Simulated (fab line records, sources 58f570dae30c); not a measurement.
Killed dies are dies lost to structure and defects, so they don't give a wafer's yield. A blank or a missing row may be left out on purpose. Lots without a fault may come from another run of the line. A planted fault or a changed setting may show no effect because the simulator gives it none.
Which tool did it? | flow berkeley_cmos170 | 7 lots, 21 wafers sampled, at 3 steps of a route of 331

WHAT THE GAUGES READ, wafer by wafer
UCB170_CONTACT_THK_MEAS_02.
lot  | measured     | on            | CONTACT_PSG_THK (nm)
L330 | day 7 03:07  | film_metro-03 | 696 696 703
L331 | day 7 12:17  | film_metro-02 | 707 699 704
L333 | day 8 15:49  | film_metro-01 | 697 699 697
L336 | day 8 15:42  | film_metro-02 | 711 705 708
L339 | day 9 04:21  | film_metro-03 | 699 699 696
L349 | day 10 23:23 | film_metro-03 | 706 704 702
L350 | day 11 11:03 | film_metro-03 | 689 693 694

WHICH TOOL RAN EACH LOT (tool, then ch and the chambers of the sampled wafers, then the start)
lot  | UCB170_SDANNEAL_RTA_01           | UCB170_CONTACT_CVD_01
L330 | rtp_anneal-01 ch 0, day 6 20:58  | lpcvd-02 ch 1, day 7 00:26
L331 | rtp_anneal-02 ch 0, day 7 09:25  | lpcvd-01 ch 1, day 7 10:30
L333 | rtp_anneal-02 ch 0, day 8 11:47  | lpcvd-02 ch 1, day 8 13:08
L336 | rtp_anneal-02 ch 0, day 8 12:08  | lpcvd-01 ch 0, day 8 13:55
L339 | rtp_anneal-01 ch 0, day 8 22:41  | lpcvd-01 ch 1, day 9 01:40
L349 | rtp_anneal-02 ch 0, day 10 20:31 | lpcvd-01 ch 1, day 10 21:37
L350 | rtp_anneal-02 ch 0, day 11 08:11 | lpcvd-01 ch 0, day 11 09:16
- UCB170_SDANNEAL_RTA_01: time 5 s.
- UCB170_CONTACT_CVD_01: deposits PSG from SiH4/O2/PH3, target thk 700 nm, time 2820 s.

THE ANSWER, worked out from the rows above alone
Rule: what is usual is taken from the lots themselves. Put in order of their means at a reading, lots are off if they are a third of the lots or fewer, leave a main group of 4 or more, and stand apart from it by a gap of 3 or more times the standard deviation of the main group's means; of several such gaps the widest counts. A main group whose means are all the same, to the digits that the tables above print for the reading, isn't used. A lot without any number at a reading at which 4 lots or more have one is off too. The other lots that the step has rows for count as sound.
No lot is off at any reading shown: from this, nothing can be told.

WHAT THE SIMULATOR HAD PUT IN
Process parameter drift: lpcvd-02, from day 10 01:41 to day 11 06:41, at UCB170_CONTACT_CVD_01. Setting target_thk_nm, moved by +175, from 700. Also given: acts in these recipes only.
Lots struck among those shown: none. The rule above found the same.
